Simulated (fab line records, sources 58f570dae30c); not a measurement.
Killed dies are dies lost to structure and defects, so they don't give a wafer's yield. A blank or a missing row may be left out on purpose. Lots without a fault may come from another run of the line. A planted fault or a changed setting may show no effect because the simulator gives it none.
Which tool did it? | flow berkeley_cmos170 | 6 lots, 18 wafers sampled, at 2 steps of a route of 331

WHAT THE GAUGES READ, wafer by wafer
UCB170_NVT_OVL_MEAS_06.
lot  | measured     | on         | NVT_OVL (nm)
L595 | day 6 13:27  | overlay-02 | -12 -10 -14
L594 | day 6 13:44  | overlay-01 | 5 6 3
L603 | day 8 03:27  | overlay-02 | -12 -7 -7
L607 | day 9 01:27  | overlay-01 | 6 11 -4
L609 | day 9 07:26  | overlay-02 | -11 -12 -13
L612 | day 10 10:56 | overlay-02 | 2 8 -2

WHICH TOOL RAN EACH LOT (tool, then ch and the chambers of the sampled wafers, then the start)
lot  | UCB170_NVT_EXPOSE_03
L595 | krf_scanner-02 ch 0, day 6 12:43
L594 | krf_scanner-01 ch 0, day 6 13:19
L603 | krf_scanner-01 ch 0, day 8 02:43
L607 | krf_scanner-02 ch 0, day 9 00:34
L609 | krf_scanner-01 ch 0, day 9 06:50
L612 | krf_scanner-02 ch 0, day 10 09:52
- UCB170_NVT_EXPOSE_03: exposes mask PWELL, target cd 3000 nm.

THE ANSWER, worked out from the rows above alone
Rule: what is usual is taken from the lots themselves. Put in order of their means at a reading, lots are off if they are a third of the lots or fewer, leave a main group of 4 or more, and stand apart from it by a gap of 3 or more times the standard deviation of the main group's means; of several such gaps the widest counts. A main group whose means are all the same, to the digits that the tables above print for the reading, isn't used. A lot without any number at a reading at which 4 lots or more have one is off too. The other lots that the step has rows for count as sound.
No lot is off at any reading shown: from this, nothing can be told.

WHAT THE SIMULATOR HAD PUT IN
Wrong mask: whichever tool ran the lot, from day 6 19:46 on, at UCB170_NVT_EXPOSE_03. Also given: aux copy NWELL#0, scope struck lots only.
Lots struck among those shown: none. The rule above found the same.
